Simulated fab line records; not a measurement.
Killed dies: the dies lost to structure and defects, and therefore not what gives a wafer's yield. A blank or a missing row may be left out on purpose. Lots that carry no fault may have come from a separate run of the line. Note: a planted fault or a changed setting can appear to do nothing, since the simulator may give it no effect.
Which tool is to blame? | flow ritCmos | 14 lots, 42 wafers sampled, at 2 steps of a route of 202

== WHAT EACH GAUGE READ, for each wafer ==
The record holds no reading of a measuring or inspecting step that can be judged against a usual standard deviation.

== WHAT TOOL EACH LOT RAN ON (gives the tool, then ch and the chambers of the sampled wafers, and finally the start) ==
lot  | RIT_PRETRO_DEVELOP_05           | RIT_M1_PROBE_99
L458 | lithoTrack-04 ch 0, day 2 07:00 | -
L459 | lithoTrack-02 ch 0, day 2 13:00 | -
L461 | lithoTrack-02 ch 0, day 3 01:00 | -
L463 | lithoTrack-03 ch 0, day 3 10:00 | -
L466 | lithoTrack-03 ch 0, day 3 22:00 | prober-01, day 5 03:37
L468 | lithoTrack-04 ch 0, day 4 12:00 | prober-01, day 5 18:11
L469 | lithoTrack-04 ch 0, day 4 16:00 | prober-02, day 5 23:38
L470 | lithoTrack-02 ch 0, day 4 20:00 | -
L473 | lithoTrack-03 ch 0, day 5 11:00 | -
L476 | lithoTrack-03 ch 0, day 6 08:00 | prober-01, day 7 21:46
L478 | lithoTrack-02 ch 0, day 6 17:00 | -
L477 | lithoTrack-02 ch 0, day 6 17:00 | -
L479 | lithoTrack-02 ch 0, day 7 01:00 | -
L480 | lithoTrack-02 ch 0, day 7 11:00 | prober-02, day 9 00:30
- RIT_PRETRO_DEVELOP_05: develop time 68 s.
- RIT_M1_PROBE_99

== WHAT THE TOOLS THEMSELVES READ (means of the sampled wafers that have a number; where no wafer has one, the mark that the record gives instead) ==
RIT_PRETRO_DEVELOP_05.
lot  | tool          | chillPlateTempC (C) | developerTempC (C) | resistLineTempC (C)
L458 | lithoTrack-04 | 22.99               | 22.88              | 23.00
L459 | lithoTrack-02 | 22.74               | 23.03              | 23.03
L461 | lithoTrack-02 | 23.08               | 23.08              | 22.95
L463 | lithoTrack-03 | 23.13               | 22.98              | 23.15
L466 | lithoTrack-03 | 23.10               | 22.95              | 22.89
L468 | lithoTrack-04 | 23.06               | 22.89              | 22.84
L469 | lithoTrack-04 | 22.99               | 23.04              | 23.13
L470 | lithoTrack-02 | 23.00               | 22.87              | 23.04
L473 | lithoTrack-03 | 23.03               | 23.94              | 23.08
L476 | lithoTrack-03 | 23.04               | 23.81              | 22.97
L478 | lithoTrack-02 | 23.11               | 22.90              | 22.87
L477 | lithoTrack-02 | 23.10               | 23.03              | 23.00
L479 | lithoTrack-02 | 22.87               | 22.99              | 23.10
L480 | lithoTrack-02 | 22.98               | 23.14              | 22.99

RIT_M1_PROBE_99.
lot  | tool      | killedAtContacts | killedAtFrontEnd | killedDies | killedOpen | killedShort
L466 | prober-01 | 0.0              | 8                | 8          | 3.3        | 5.0
L468 | prober-01 | 0.0              | 10               | 10         | 5.3        | 4.7
L469 | prober-02 | 0.0              | 8                | 8          | 4.0        | 4.0
L476 | prober-01 | 0.7              | 6                | 6          | 3.0        | 3.3
L480 | prober-02 | 0.0              | 7                | 7          | 4.7        | 2.0

== THE ANSWER, worked out from the rows above alone ==
Rule: what is usual is taken from the lots themselves. Put in order of their means at a reading, lots are off if they are a third of the lots or fewer, leave a main group of 4 or more, and stand apart from it by a gap of 3 or more times the standard deviation of the main group's means; of several such gaps the widest counts. A main group is skipped when, at the precision printed for the reading in the tables above, its means are all equal. Also off: a lot with no number at a reading for which 4 or more lots have one. All remaining lots with rows at the step are treated as sound. Order of review: gauges by route order, followed by the tools' own readings, for which a lot's mean as printed above is used. The first step at which some lot is off is used, and at that step the reading that is off furthest; a lot without a number counts as furthest.
Off at RIT_PRETRO_DEVELOP_05 (developerTempC): L473, L476. The main group: mean 22.98 C, standard deviation 0.083.
If a tool, at that step or one of the process steps before it, ran each lot that is off and ran no sound lot following the first of them, it fits. One fits: RIT_PRETRO_DEVELOP_05 on lithoTrack-03. Its last sound lot is L466 (day 3 22:00), its first lot that is off L473 (day 5 11:00): a fault that began between those two fits.
The tool's own readings at RIT_PRETRO_DEVELOP_05 bear it out: on the lots that are off they differ by more than 5 times the standard deviation of the sound lots' means. developerTempC reads 23.88 C there against 22.98 C on the sound lots.

== WHAT WAS PUT IN BY THE SIMULATOR ==
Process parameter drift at RIT_PRETRO_DEVELOP_05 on lithoTrack-03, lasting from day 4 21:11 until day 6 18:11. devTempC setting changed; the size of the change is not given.
Struck lots among those shown: L473, L476. The rule given above showed the same thing.
